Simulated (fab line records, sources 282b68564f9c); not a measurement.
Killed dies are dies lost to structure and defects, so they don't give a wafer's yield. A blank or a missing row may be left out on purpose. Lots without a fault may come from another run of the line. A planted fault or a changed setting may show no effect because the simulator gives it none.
fab line records | flow rit_cmos
record lots=14 wafers=42 last_day=7
route steps=202 shown FOX2@27 NWELL@51 GATE@90 M1@194
lots that met no fault: from a run of the same line without faults
start_h: hours from the record's first day to the start of the lot's first wafer shown | wait_h: hours since the lot's step before | " the same as in the row above | L1.1+2: a row that stands for several wafers | - no value, or no start given | * or withheld: withheld | < > ~ a bound
route shown NAME@n: a module of which the file shows steps, and the number in the route of the first | usual: mean/standard deviation of fault-free wafers | same: alike in all rows | chamber/n: place in a boat | sites: the reading at each site | _std_site: their standard deviation | _edge_site: outer sites' mean less inner sites' | radius_mm: how far each site lies from the wafer's centre | mask NAME#n: copy n | behind: the tool/chamber that last shaped the wafer | hold: why the lot was held/for how many hours/how that ended | device: the transistor (n, p or np) that didn't switch | end of line: the same wafers' tests at the end of the route | a step without rows: its recipe alone | killed: dies lost to structure and defects at the first sort, not the wafer's yield | map: a wafer's dies, x killed, . not, _ none there
set.NAME: the setting as run; set.NAME@STEP: as run at that earlier step | model.NAME: the simulator's own value behind a step, which no gauge read
steps of the route over a sample of lots; a table a step, a row a wafer
## steps
# step RIT_FOX2_THK_MEAS_90
# recipe reads=SiO2_of_FOX2_OXIDATION_00
# usual FIELD_OXIDE_LEFT_1_THK=319/6.4
# columns lot.wafer tool chamber start_h wait_h FIELD_OXIDE_LEFT_1_THK[nm]
L776.2 film_metro-04 - 28.43 0.0 322
L776.4 " - " " 331
L776.6 " - " " 324
L779.1 film_metro-03 - 36.09 0.0 320
L779.2 " - " " 312
L779.5 " - " " 313
L780.3 film_metro-03 - 40.90 0.0 319
L780.4 " - " " 327
L780.5 " - " " 315
L788.1 film_metro-01 - 79.19 0.0 314
L788.4 " - " " 314
L788.6 " - " " 318
L789.2 film_metro-01 - 84.21 0.0 312
L789.3 " - " " 316
L789.6 " - " " 311
L790.2 film_metro-04 - 89.32 0.0 310
L790.4 " - " " 314
L790.5 " - " " 308
L791.3 film_metro-03 - 94.25 0.0 324
L791.4 " - " " 321
L791.6 " - " " 323
L792.3 film_metro-04 - 99.36 0.0 323
L792.4 " - " " 327
L792.6 " - " " 321
L794.1 film_metro-04 - 109.43 0.0 314
L794.3 " - " " 313
L794.4 " - " " 311
L795.1 film_metro-03 - 114.25 0.0 329
L795.2 " - " " 336
L795.3 " - " " 332
L796.1 film_metro-04 - 119.74 0.0 320
L796.3 " - " " 317
L796.4 " - " " 322
L797.1 film_metro-04 - 124.25 0.0 316
L797.3 " - " " 314
L797.4 " - " " 314
L798.1 film_metro-04 - 129.29 0.0 321
L798.3 " - " " 322
L798.5 " - " " 325
L799.1 film_metro-04 - 134.20 0.0 332
L799.2 " - " " 320
L799.4 " - " " 326
# step RIT_WELLDRIVE_RS_MEAS_01
# recipe thk_meas_gauge=four-point-probe
# usual NWELL_RS=275.4/0.9
# columns lot.wafer tool chamber start_h wait_h NWELL_RS[ohm/sq]
L776.2 film_metro-04 - 36.81 0.0 275.2
L776.4 " - " " 276.1
L776.6 " - " " 276.5
L779.1 film_metro-04 - 44.46 0.0 276.0
L779.2 " - " " 274.2
L779.5 " - " " 276.1
L780.3 film_metro-02 - 49.40 0.0 275.6
L780.4 " - " " 276.1
L780.5 " - " " 275.4
L788.1 film_metro-03 - 88.81 0.0 274.4
L788.4 " - " " 274.5
L788.6 " - " " 275.6
L789.2 film_metro-02 - 92.54 0.0 274.1
L789.3 " - " " 275.0
L789.6 " - " " 274.8
L790.2 film_metro-04 - 97.89 0.0 275.2
L790.4 " - " " 275.2
L790.5 " - " " 275.8
L791.3 film_metro-02 - 102.65 0.0 273.7
L791.4 " - " " 272.5
L791.6 " - " " 273.7
L792.3 film_metro-03 - 107.73 0.0 275.1
L792.4 " - " " 276.4
L792.6 " - " " 276.3
L794.1 film_metro-04 - 117.90 0.0 275.2
L794.3 " - " " 276.1
L794.4 " - " " 276.3
L795.1 film_metro-02 - 122.98 0.0 273.8
L795.2 " - " " 274.6
L795.3 " - " " 273.9
L796.1 film_metro-03 - 128.07 0.0 275.6
L796.3 " - " " 275.8
L796.4 " - " " 274.5
L797.1 film_metro-02 - 133.15 0.0 275.9
L797.3 " - " " 275.4
L797.4 " - " " 274.8
L798.1 film_metro-04 - 138.23 0.0 276.5
L798.3 " - " " 276.3
L798.5 " - " " 277.7
L799.1 film_metro-04 - 143.32 0.0 274.8
L799.2 " - " " 275.8
L799.4 " - " " 275.3
# step RIT_GATE_PEB_14
# recipe resist=NOVOLAK temp_c=withheld time_s=withheld
# usual chill_plate_temp_C=* exhaust_pa=45.1/0.93
# columns lot.wafer tool chamber start_h wait_h chill_plate_temp_C exhaust_pa
L776.2 litho_track-03 0 45.66 0.1 * 43.9
L776.4 " 0 " " * 45.3
L776.6 " 0 " " * 45.6
L779.1 litho_track-01 - 53.31 0.1 - -
L779.2 " - " " - -
L779.5 " - " " - -
L780.3 litho_track-04 - 57.45 0.1 - -
L780.4 " - " " - -
L780.5 " - " " - -
L788.1 litho_track-01 0 96.41 0.2 * 44.7
L788.4 " 0 " " * 44.6
L788.6 " 0 " " * 45.7
L789.2 litho_track-03 0 100.95 0.3 * 47.2
L789.3 " 0 " " * 45.8
L789.6 " 0 " " * 46.5
L790.2 litho_track-01 0 105.60 0.1 * 45.2
L790.4 " 0 " " * 45.6
L790.5 " 0 " " * 44.3
L791.3 litho_track-04 0 110.70 0.3 * 45.9
L791.4 " 0 " " * 44.0
L791.6 " 0 " " * 45.2
L792.3 litho_track-04 0 116.22 0.1 * 46.0
L792.4 " 0 " " * 45.4
L792.6 " 0 " " * 44.6
L794.1 litho_track-04 0 125.76 0.1 * 46.6
L794.3 " 0 " " * 46.2
L794.4 " 0 " " * 46.9
L795.1 litho_track-01 0 131.02 0.3 * 44.9
L795.2 " 0 " " * 44.6
L795.3 " 0 " " * 43.8
L796.1 litho_track-04 0 135.88 0.1 * 45.8
L796.3 " 0 " " * 45.1
L796.4 " 0 " " * 45.4
L797.1 litho_track-04 0 141.06 0.1 * 45.3
L797.3 " 0 " " * 44.8
L797.4 " 0 " " * 45.4
L798.1 litho_track-04 0 146.07 0.1 * 45.7
L798.3 " 0 " " * 46.1
L798.5 " 0 " " * 45.3
L799.1 litho_track-04 0 151.22 0.1 * 44.1
L799.2 " 0 " " * 44.4
L799.4 " 0 " " * 43.8
# step RIT_M1_OVL_MEAS_10
# usual M1_OVL=-0.2/1.4
# columns lot.wafer tool chamber start_h wait_h M1_OVL[nm]
L776.2 overlay-02 - 63.43 0.1 -3.2
L776.4 " - " " -1.1
L776.6 " - " " -0.5
L779.1 overlay-01 - 71.72 0.1 1.5
L779.2 " - " " 1.6
L779.5 " - " " 0.7
L780.3 overlay-02 - 75.85 0.1 0.5
L780.4 " - " " -0.6
L780.5 " - " " -0.7
L788.1 overlay-02 - 114.24 0.1 1.8
L788.4 " - " " 2.8
L788.6 " - " " 1.0
L789.2 overlay-01 - 119.04 0.1 -0.4
L789.3 " - " " -0.4
L789.6 " - " " 0.2
L790.2 overlay-01 - 124.53 0.1 1.0
L790.4 " - " " 1.3
L790.5 " - " " -0.1
L791.3 overlay-02 - 129.40 0.1 -3.3
L791.4 " - " " -3.1
L791.6 " - " " -2.0
L792.3 overlay-01 - 134.50 0.1 -1.4
L792.4 " - " " 0.9
L792.6 " - " " -0.9
L794.1 overlay-02 - 144.19 0.1 -2.2
L794.3 " - " " 0.5
L794.4 " - " " 0.5
L795.1 overlay-02 - 149.56 0.1 -3.2
L795.2 " - " " -0.1
L795.3 " - " " -2.1
L796.1 overlay-02 - 154.02 0.1 0.6
L796.3 " - " " 1.7
L796.4 " - " " 0.3
L797.1 overlay-02 - 159.86 0.1 -2.3
L797.3 " - " " 0.3
L797.4 " - " " -2.0
L798.1 overlay-02 - 164.24 0.1 0.1
L798.3 " - " " 0.8
L798.5 " - " " 1.6
L799.1 overlay-01 - 169.87 0.1 -0.7
L799.2 " - " " -1.4
L799.4 " - " " -2.7
## key
first_sign step=RIT_GATE_PEB_14 reading=tool_record direction=missing
effect none on later readings
met_at RIT_GATE_PEB_14
struck_lots L779,L780
sort_left_out L779.1,L779.2,L779.5,L780.3,L780.4,L780.5
tester_left_out L779,L780
not_acting_at RIT_FOX2_THK_MEAS_90,RIT_WELLDRIVE_RS_MEAS_01,RIT_M1_OVL_MEAS_10
fault kind=skipped_step_whole tool=litho_track-01,litho_track-04 chamber=- onset_h=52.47 steps=RIT_GATE_PEB_14 scope=struck_lots_only
# tester_left_out: of these lots the tester's yield and bins aren't shown, on N5 and GAA mostly nor the transistor test; their killed dies are dies lost to structure and defects alone, not to doping, threshold or leakage, so they don't give the yield
# sort_left_out: the simulated sort isn't trusted on such a fault, so these wafers' sort isn't shown, and their yield isn't known
